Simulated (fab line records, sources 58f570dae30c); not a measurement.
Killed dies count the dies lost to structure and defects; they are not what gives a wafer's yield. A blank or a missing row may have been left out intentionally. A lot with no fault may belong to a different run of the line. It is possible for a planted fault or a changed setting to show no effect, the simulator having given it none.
The tool behind it: which one? + flow berkeley cmos170 + 42 wafers from 14 lots sampled at 5 of the route's 331 steps

== WHAT EACH GAUGE READ, for each wafer ==
UCB170_ACTIVE_OVL_MEAS_14. Usual: ACTIVE_OVL gives -2 nm (standard deviation 4.8).
| lot  | measured    | on         | ACTIVE_OVL (nm) | flag |
|------|-------------|------------|-----------------|------|
| L223 | day 5 10:13 | overlay-02 | 0 -7 -5         |      |
| L221 | day 5 10:30 | overlay-01 | 5 5 7           |      |
| L222 | day 5 10:40 | overlay-02 | 2 6 -4          |      |
| L226 | day 5 18:59 | overlay-01 | 1 1 1           |      |
| L225 | day 5 19:06 | overlay-02 | 0 -6 -2         |      |
| L227 | day 6 09:50 | overlay-01 | -6 -4 -9        |      |
| L230 | day 6 20:16 | overlay-01 | -8 -10 -13      |      |
| L237 | day 8 09:04 | overlay-01 | -4 -3 -2        |      |
| L236 | day 8 09:20 | overlay-02 | -3 -5 -2        |      |
| L240 | day 8 14:58 | overlay-01 | 5 1 -1          |      |
| L239 | day 8 15:21 | overlay-01 | 0 -9 -5         |      |
| L241 | day 9 06:28 | overlay-01 | -4 -4 -4        |      |
| L243 | day 9 06:37 | overlay-01 | -5 4 2          |      |
| L242 | day 9 06:55 | overlay-01 | -1 8 2          |      |

UCB170_PFIELD_TW_MEAS_09. Usual: PFIELD_TW gives 601 (standard deviation 5.8).
| lot  | measured    | on            | PFIELD_TW   | flag |
|------|-------------|---------------|-------------|------|
| L223 | day 5 14:17 | film metro-01 | 602 599 601 |      |
| L221 | day 5 14:34 | film metro-02 | 594 595 595 |      |
| L222 | day 5 14:47 | film metro-03 | 606 601 606 |      |
| L226 | day 5 20:48 | film metro-01 | 600 598 601 |      |
| L225 | day 5 21:41 | film metro-01 | 602 606 604 |      |
| L227 | day 6 12:05 | film metro-03 | 609 606 608 |      |
| L230 | day 6 22:16 | film metro-03 | 609 604 606 |      |
| L237 | day 8 13:07 | film metro-01 | 593 589 591 |      |
| L236 | day 8 13:25 | film metro-03 | 607 609 606 |      |
| L240 | day 8 18:27 | film metro-01 | 591 592 592 |      |
| L239 | day 8 18:34 | film metro-02 | 598 599 596 |      |
| L241 | day 9 08:29 | film metro-02 | 593 598 597 |      |
| L243 | day 9 08:37 | film metro-01 | 598 598 600 |      |
| L242 | day 9 09:13 | film metro-02 | 599 594 595 |      |

UCB170_GATE_THK_MEAS_02. Usual: GATE_OXIDE_THK gives 6.54 nm (standard deviation 0.17).
| lot  | measured     | on            | GATE_OXIDE_THK (nm)           | flag |
|------|--------------|---------------|-------------------------------|------|
| L223 | day 7 08:58  | film metro-02 | 6.12 6.18 6.25                |      |
| L221 | day 7 09:03  | film metro-01 | 6.48 6.57 6.49                |      |
| L222 | day 7 09:02  | film metro-02 | 6.28 6.29 6.25                |      |
| L226 | day 7 16:02  | film metro-02 | 5.79 5.79 5.82 5.73 5.73 5.82 | OFF  |
| L225 | day 7 16:00  | film metro-04 | 5.96 5.89 5.90                | OFF  |
| L227 | day 8 05:01  | film metro-02 | 6.69 6.66 6.69                |      |
| L230 | day 8 15:22  | film metro-02 | 6.56 6.57 6.57                |      |
| L237 | day 10 10:44 | film metro-02 | 6.70 6.73 6.65                |      |
| L236 | day 10 10:44 | film metro-01 | 6.63 6.66 6.62                |      |
| L240 | day 10 10:47 | film metro-02 | 6.49 6.66 6.54                |      |
| L239 | day 10 10:49 | film metro-01 | 6.59 6.66 6.66                |      |
| L241 | day 11 04:45 | film metro-02 | 6.64 6.68 6.67                |      |
| L243 | day 11 04:45 | film metro-01 | 6.35 6.45 6.52                |      |
| L242 | day 11 04:46 | film metro-04 | 6.65 6.66 6.63                |      |

UCB170_GATE_OVL_MEAS_13. Usual: GATE_OVL gives 4 nm (standard deviation 5.3).
| lot  | measured     | on         | GATE_OVL (nm) | flag |
|------|--------------|------------|---------------|------|
| L223 | day 7 17:19  | overlay-02 | -6 -8 -1      |      |
| L221 | day 7 17:52  | overlay-01 | 12 7 16       |      |
| L222 | day 7 18:08  | overlay-01 | 10 8 3        |      |
| L226 | day 8 01:54  | overlay-02 | -2 -5 -13     |      |
| L225 | day 8 01:37  | overlay-01 | 10 4 9        |      |
| L227 | day 8 12:08  | overlay-01 | 6 0 0         |      |
| L230 | day 8 22:22  | overlay-01 | 8 12 13       |      |
| L237 | day 10 19:36 | overlay-01 | 3 9 8         |      |
| L236 | day 10 19:34 | overlay-02 | 8 6 8         |      |
| L240 | day 10 19:19 | overlay-01 | 4 1 -2        |      |
| L239 | day 10 19:47 | overlay-02 | 1 8 -2        |      |
| L241 | day 11 12:41 | overlay-02 | 8 8 10        |      |
| L243 | day 11 12:11 | overlay-02 | 1 -4 0        |      |
| L242 | day 11 12:28 | overlay-01 | 5 -1 7        |      |

== TOOL THAT RAN EACH LOT (tool first, then ch and the chambers of the sampled wafers, then the start) ==
| lot  | UCB170_GATE_OXIDATION_01      |
|------|-------------------------------|
| L223 | furnace-01 ch 0, day 7 07:24  |
| L221 | furnace-01 ch 0, day 7 07:24  |
| L222 | furnace-01 ch 0, day 7 07:24  |
| L226 | furnace-01 ch 0, day 7 14:30  |
| L225 | furnace-01 ch 0, day 7 14:30  |
| L227 | furnace-04 ch 0, day 8 03:29  |
| L230 | furnace-04 ch 0, day 8 13:50  |
| L237 | furnace-02 ch 0, day 10 09:14 |
| L236 | furnace-02 ch 0, day 10 09:14 |
| L240 | furnace-02 ch 0, day 10 09:14 |
| L239 | furnace-02 ch 0, day 10 09:14 |
| L241 | furnace-01 ch 0, day 11 03:14 |
| L243 | furnace-01 ch 0, day 11 03:14 |
| L242 | furnace-01 ch 0, day 11 03:14 |
- UCB170_GATE_OXIDATION_01: target thk 6.6 nm, ox time 1800 s.

== AS READ BY THE TOOLS THEMSELVES (means over the sampled wafers that have a number; for cases with no such wafer, the mark the record gives instead) ==
UCB170_GATE_OXIDATION_01. Usual: spike tc centre C 851.8 C, standard deviation 1.1; spike tc load C 875.0 C, standard deviation 1.1; spike tc source C 873.5 C, standard deviation 2.6; tube center temp C 850 C, standard deviation 0.079; tube_center_temp_C_max 852.2, standard deviation 0.37.
| lot  | tool       | spike tc centre C (C) | spike tc load C (C) | spike tc source C (C) | tube center temp C (C) | tube_center_temp_C_max | flag |
|------|------------|-----------------------|---------------------|-----------------------|------------------------|------------------------|------|
| L223 | furnace-01 | 851.4                 | 873.2               | 874.8                 | 850                    | 852.4                  |      |
| L221 | furnace-01 | 851.0                 | 874.8               | 874.8                 | 850                    | 852.1                  |      |
| L222 | furnace-01 | 851.5                 | 875.0               | 875.0                 | 850                    | 851.9                  |      |
| L226 | furnace-01 | 843.0                 | 865.7               | 866.9                 | 841                    | 843.3                  | OFF  |
| L225 | furnace-01 | 843.3                 | 865.6               | 866.8                 | 841                    | 842.8                  | OFF  |
| L227 | furnace-04 | 851.4                 | 876.1               | 873.9                 | 850                    | 851.9                  |      |
| L230 | furnace-04 | 853.5                 | 876.3               | 873.9                 | 850                    | 852.5                  |      |
| L237 | furnace-02 | 852.4                 | 874.9               | 869.2                 | 850                    | 852.1                  |      |
| L236 | furnace-02 | 851.5                 | 875.8               | 868.6                 | 850                    | 852.4                  |      |
| L240 | furnace-02 | 853.6                 | 874.7               | 869.2                 | 850                    | 852.1                  |      |
| L239 | furnace-02 | 851.9                 | 873.8               | 869.2                 | 850                    | 852.0                  |      |
| L241 | furnace-01 | 852.1                 | 874.9               | 876.3                 | 850                    | 852.4                  |      |
| L243 | furnace-01 | 850.6                 | 874.2               | 875.2                 | 850                    | 852.4                  |      |
| L242 | furnace-01 | 851.7                 | 875.5               | 874.5                 | 850                    | 852.0                  |      |

== THE ANSWER, worked out from the rows above alone ==
Rule: a lot counts as off when the mean over its wafers that have a number is more than 3 standard deviations away from the usual mean. A lot without any number at a reading at which 4 lots or more have one is off too. Where the step has rows for the other lots, those lots are counted as sound. After the gauges, taken in route order, come the tools' own readings; for these a lot's mean is taken, as printed above. The first step at which some lot is off is used, and at that step the reading that is off furthest; a lot without a number counts as furthest.
Off: at UCB170_GATE_THK_MEAS_02 (GATE_OXIDE_THK), L226, L225.
If a tool, at a process step before that reading, ran all the lots that are off and no sound lot after the first of them, it fits. Not tried: the gauges at UCB170_GATE_THK_MEAS_02; whatever is off there is also off at UCB170_GATE_OXIDATION_01, on other tools, and gauge error can't account for it. Of those tried, none fits.

== WHAT THE SIMULATOR HAD PUT IN ==
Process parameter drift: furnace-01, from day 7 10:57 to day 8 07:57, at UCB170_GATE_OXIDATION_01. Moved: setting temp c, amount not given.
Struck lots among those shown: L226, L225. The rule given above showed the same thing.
